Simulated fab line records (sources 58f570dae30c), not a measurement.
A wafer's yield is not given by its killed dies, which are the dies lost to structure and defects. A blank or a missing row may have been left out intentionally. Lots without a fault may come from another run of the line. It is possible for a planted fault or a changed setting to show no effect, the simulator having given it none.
One fault through the eyes of 2 desks | flow berkeley_cmos170 | each desk has only its own numbers; what lay behind them comes last

FOR THE TOOL OWNER'S DESK: litho_track-01
The tool's own readings at UCB170_ZERO_HMDS_00 (prime time 60 s): means of the sampled wafers that have a number, for each lot that ran on this tool. Marked OUT: a lot whose mean sits more than 4 standard deviations from the usual mean, which makes it out of limits; the brackets give that distance.
Columns: A = prime_temp_c at UCB170_ZERO_HMDS_00, usual 99.98 C
lot  | first seen here | A
L143 | day 2 12:21     | 99.91
L147 | day 3 12:02     | 99.89
L153 | day 4 18:37     | 105.52 (+46) OUT
L154 | day 4 22:50     | 105.62 (+47) OUT
Finding of this desk: L153, L154 out of limits; the first was L153 at day 4 18:37, on prime_temp_c at UCB170_ZERO_HMDS_00. Within limits: L143, L147.

FROM THE METROLOGY DESK
What the gauges read for every lot (on any tool): the sampled wafers with a number, averaged. Marked OUT: a lot whose mean sits more than 4 standard deviations from the usual mean, which makes it out of limits; the brackets give that distance.
Columns: A = NWELL_OVL at UCB170_NWELL_OVL_MEAS_12, usual -2 nm; B = cd_nm at UCB170_CONTACT_CD_MEAS_15, usual 699.6 nm
lot  | first seen here | A  | B
L139 | day 2 13:26     | 1  | 701.4
L140 | day 2 18:08     | -2 | 698.9
L143 | day 3 02:40     | -4 | 699.9
L141 | day 3 02:55     | -7 | 700.6
L142 | day 3 03:10     | 1  | 699.7
L146 | day 3 18:06     | -1 | 699.7
L147 | day 4 03:32     | -3 | 700.2
L153 | day 5 10:26     | 3  | 697.9
L154 | day 5 16:23     | -4 | 697.4
L156 | day 6 08:49     | -0 | 698.9
L158 | day 6 16:35     | -3 | 699.8
L159 | day 6 16:41     | 4  | 701.2
L160 | day 7 00:25     | -3 | 699.6
L162 | day 7 14:19     | -2 | 699.0
This desk's verdict: no lot among the 14 shows anything out of limits.

ALL TOGETHER
The tool owner's desk had the chance to raise an alarm at day 4 18:37 on L153, L154.
Nothing out of limits was seen by the metrology desk.
The metrology desk has L153, L154 on record, within its limits.
Every lot named ran UCB170_ZERO_HMDS_00 on litho_track-01.

WHAT THE SIMULATOR HAD PUT IN
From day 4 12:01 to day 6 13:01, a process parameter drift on litho_track-01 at UCB170_ZERO_HMDS_00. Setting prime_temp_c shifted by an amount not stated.
Struck lots among those shown: L153, L154.
How many hours passed from the start of the fault until each desk's first out-of-limits reading: the tool owner's desk, 7.
